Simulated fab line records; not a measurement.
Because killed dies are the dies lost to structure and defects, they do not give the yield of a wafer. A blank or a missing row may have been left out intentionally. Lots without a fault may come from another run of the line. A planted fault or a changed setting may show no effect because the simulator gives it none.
Which tool was responsible? -- flow rit-cmos -- 42 wafers from 14 lots sampled at 6 of the route's 202 steps

== WHAT THE GAUGES READ, wafer by wafer ==
RIT_ACTIVE_CD_MEAS_90: the cd target is 1400 nm. Usual: cd-nm at 1400.2 nm, with a standard deviation of 2.3.
lot,measured,on,cd-nm (nm),flag
L622,day 1 20:02,cd-sem-01,1402.2 1404.2 1403.7,
L623,day 2 01:12,cd-sem-01,1399.9 1397.8 1400.3,
L624,day 2 06:01,cd-sem-02,1400.9 1399.5 1397.0,
L626,day 2 16:01,cd-sem-02,1401.3 1402.6 1403.7,
L627,day 2 21:04,cd-sem-02,1401.5 1404.5 1405.0,
L628,day 3 04:08,cd-sem-01,1396.4 1397.4 1396.8,
L629,day 3 07:10,cd-sem-01,1399.7 1401.2 1402.7,
L631,day 3 17:08,cd-sem-02,1402.0 1401.5 1399.7,
L632,day 3 22:08,cd-sem-02,1398.1 1400.6 1398.8,
L633,day 4 04:04,cd-sem-02,1401.1 1402.0 1403.7,
L634,day 4 08:18,cd-sem-01,1401.4 1403.0 1401.9,
L635,day 4 13:10,cd-sem-02,1395.0 1397.0 1396.4,
L643,day 6 05:17,cd-sem-01,1399.9 1402.3 1400.7,
L644,day 6 10:01,cd-sem-01,1399.7 1400.6 1399.3,

RIT_GATE_CD_MEAS_16: the cd target is 150 nm. Usual: cd-nm at 150.6 nm, with a standard deviation of 2.7.
lot,measured,on,cd-nm (nm),flag
L622,day 2 18:44,cd-sem-02,148.1 147.7 147.3,
L623,day 3 03:02,cd-sem-02,148.6 149.3 145.9,
L624,day 3 05:10,cd-sem-01,151.0 150.7 151.6,
L626,day 3 13:23,cd-sem-02,151.3 153.1 151.5,
L627,day 3 19:32,cd-sem-01,154.9 150.8 154.7,
L628,day 4 04:04,cd-sem-01,148.4 147.8 148.5,
L629,day 4 06:17,cd-sem-01,150.0 149.9 149.6,
L631,day 4 15:31,cd-sem-01,152.1 150.0 153.2,
L632,day 4 21:00,cd-sem-02,149.6 153.0 151.9,
L633,day 5 02:02,cd-sem-02,147.6 148.2 152.7,
L634,day 5 10:50,cd-sem-01,157.3 155.3 155.2,
L635,day 5 13:02,cd-sem-02,150.6 148.7 149.1,
L643,day 7 02:42,cd-sem-01,151.2 148.1 150.4,
L644,day 7 08:10,cd-sem-02,147.3 148.7 147.8,

RIT_GATE_CD_MEAS_90: the cd target is 150 nm. Usual: cd-nm at 150.6 nm, with a standard deviation of 2.7.
lot,measured,on,cd-nm (nm),flag
L622,day 2 19:19,cd-sem-02,147.6 147.4 147.3,
L623,day 3 03:38,cd-sem-01,148.7 148.8 145.9,
L624,day 3 05:46,cd-sem-02,151.1 150.7 151.2,
L626,day 3 13:59,cd-sem-01,150.3 153.1 151.4,
L627,day 3 20:08,cd-sem-02,155.4 150.7 154.5,
L628,day 4 04:39,cd-sem-02,148.4 147.4 148.2,
L629,day 4 06:52,cd-sem-02,150.4 149.9 149.9,
L631,day 4 16:07,cd-sem-02,151.6 150.3 153.3,
L632,day 4 21:35,cd-sem-02,149.4 153.1 152.0,
L633,day 5 02:37,cd-sem-01,147.9 148.2 152.3,
L634,day 5 11:25,cd-sem-01,156.8 155.2 154.8,
L635,day 5 13:37,cd-sem-01,150.3 148.7 149.5,
L643,day 7 03:25,cd-sem-01,151.7 148.6 150.5,
L644,day 7 08:48,cd-sem-01,147.5 148.6 147.1,

RIT_NLDD_TW_MEAS_10. Usual: for NLDD_TW the level is 2525 and the standard deviation is 17.
lot,measured,on,NLDD_TW,flag
L622,day 2 23:46,film-metro-02,2528 2518 2506,
L623,day 3 08:19,film-metro-02,2519 2514 2517,
L624,day 3 10:23,film-metro-02,2528 2516 2522,
L626,day 3 19:54,film-metro-03,2508 2512 2506,
L627,day 4 00:48,film-metro-03,2511 2506 2491,
L628,day 4 09:56,film-metro-04,2533 2541 2528,
L629,day 4 11:39,film-metro-03,2503 2498 2490,
L631,day 4 20:35,film-metro-03,2497 2495 2504,
L632,day 5 02:44,film-metro-04,2544 2543 2562,
L633,day 5 09:22,film-metro-03,2525 2537 2529,
L634,day 5 15:59,film-metro-04,2555 2546 2561,
L635,day 5 18:38,film-metro-03,2536 2547 2532,
L643,day 7 07:56,film-metro-04,2774 2756 2772 2766 2761 2776,OFF
L644,day 7 14:04,film-metro-03,2772 2768 2759 2768 2766 2761,OFF

RIT_SDANNEAL_RS_MEAS_07: the measuring method here is four-point-probe. Usual: for NLDD_RS the level is 151.9 ohm/sq and the standard deviation is 0.53.
lot,measured,on,NLDD_RS (ohm/sq),flag
L622,day 3 08:14,film-metro-03,151.1 151.1 151.7,
L623,day 3 16:09,film-metro-03,152.6 152.6 151.7,
L624,day 3 18:26,film-metro-04,152.1 152.4 152.5,
L626,day 4 03:38,film-metro-04,152.3 151.9 151.7,
L627,day 4 09:56,film-metro-03,152.2 151.5 152.3,
L628,day 4 18:35,film-metro-04,152.3 152.0 151.9,
L629,day 4 19:59,film-metro-04,152.3 152.4 152.8,
L631,day 5 04:44,film-metro-04,151.8 151.7 152.2,
L632,day 5 10:40,film-metro-03,151.6 151.6 150.8,
L633,day 5 18:21,film-metro-04,152.4 152.2 152.5,
L634,day 6 00:51,film-metro-02,151.0 151.4 151.0,
L635,day 6 03:02,film-metro-03,150.7 151.0 151.1,
L643,day 7 22:05,film-metro-02,113.8 114.0 114.4 114.1 113.8 114.1,OFF
L644,day 8 09:28,film-metro-04,114.0 113.8 113.8 113.7 113.6 114.0,OFF

== EACH LOT AND THE TOOL THAT RAN IT (in order: tool; ch and the chambers of the sampled wafers; start) ==
lot,RIT_NLDD_IMPLANT_08
L622,"implanter-03 ch 0, day 2 23:28"
L623,"implanter-01 ch 0, day 3 08:00"
L624,"implanter-04 ch 0, day 3 10:03"
L626,"implanter-03 ch 0, day 3 19:35"
L627,"implanter-03 ch 0, day 4 00:31"
L628,"implanter-03 ch 0, day 4 09:37"
L629,"implanter-03 ch 0, day 4 11:20"
L631,"implanter-03 ch 0, day 4 20:16"
L632,"implanter-04 ch 0, day 5 02:25"
L633,"implanter-01 ch 0, day 5 09:02"
L634,"implanter-04 ch 0, day 5 15:41"
L635,"implanter-04 ch 0, day 5 18:20"
L643,"implanter-04 ch 0, day 7 07:37"
L644,"implanter-04 ch 0, day 7 13:44"
- RIT_NLDD_IMPLANT_08

== AS READ BY THE TOOLS THEMSELVES (means over the sampled wafers that have a number; for cases with no such wafer, the mark the record gives instead) ==
RIT_NLDD_IMPLANT_08. Usual: beam-on-s 10.04 s, standard deviation 0.19; faraday-current-uA 1567, standard deviation 29.
lot,tool,beam-on-s (s),faraday-current-uA,flag
L622,implanter-03,9.88,1592,
L623,implanter-01,10.03,1568,
L624,implanter-04,10.08,1567,
L626,implanter-03,9.99,1573,
L627,implanter-03,9.86,1597,
L628,implanter-03,10.03,1570,
L629,implanter-03,9.94,1583,
L631,implanter-03,10.08,1558,
L632,implanter-04,10.04,1568,
L633,implanter-01,10.15,1549,
L634,implanter-04,10.14,1554,
L635,implanter-04,9.91,1587,
L643,implanter-04,14.45,1088,OFF
L644,implanter-04,13.99,1125,OFF

== THE ANSWER, worked out from the rows above alone ==
Rule: a lot counts as off when the mean over its wafers that have a number is more than 3 standard deviations away from the usual mean. Also off: a lot with no number at a reading for which 4 or more lots have one. The other lots that the step has rows for count as sound. First the gauges in route order, then the tools' own readings, where a lot's mean is used as printed above. The first step at which some lot is off is used, and at that step the reading that is off furthest; a lot without a number counts as furthest.
Off: at RIT_NLDD_TW_MEAS_10 (NLDD_TW), L643, L644.
If a tool, at a process step before that reading, ran all the lots that are off and no sound lot after the first of them, it fits. The gauges at RIT_NLDD_TW_MEAS_10 aren't tried: what is off there is off at RIT_NLDD_IMPLANT_08 too, on other tools, and a gauge's error can't cause that. One fits: RIT_NLDD_IMPLANT_08 on implanter-04. Its last sound lot is L635 (day 5 18:20), its first lot that is off L643 (day 7 07:37): a fault that began between those two fits.
The tool's own readings at RIT_NLDD_IMPLANT_08 bear it out: on the lots that are off they differ by more than 5 times the standard deviation of the sound lots' means. beam-on-s reads 14.22 s there against 10.01 s on the sound lots; faraday-current-uA reads 1106 there against 1572 on the sound lots.

== WHAT HAD BEEN PUT IN BY THE SIMULATOR ==
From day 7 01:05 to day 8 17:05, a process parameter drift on implanter-04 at RIT_NLDD_IMPLANT_08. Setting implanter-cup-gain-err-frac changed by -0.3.
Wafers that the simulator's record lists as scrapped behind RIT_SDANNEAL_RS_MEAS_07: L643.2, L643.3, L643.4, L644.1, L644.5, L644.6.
Struck lots among those shown: L643, L644. The same result came from the rule above.
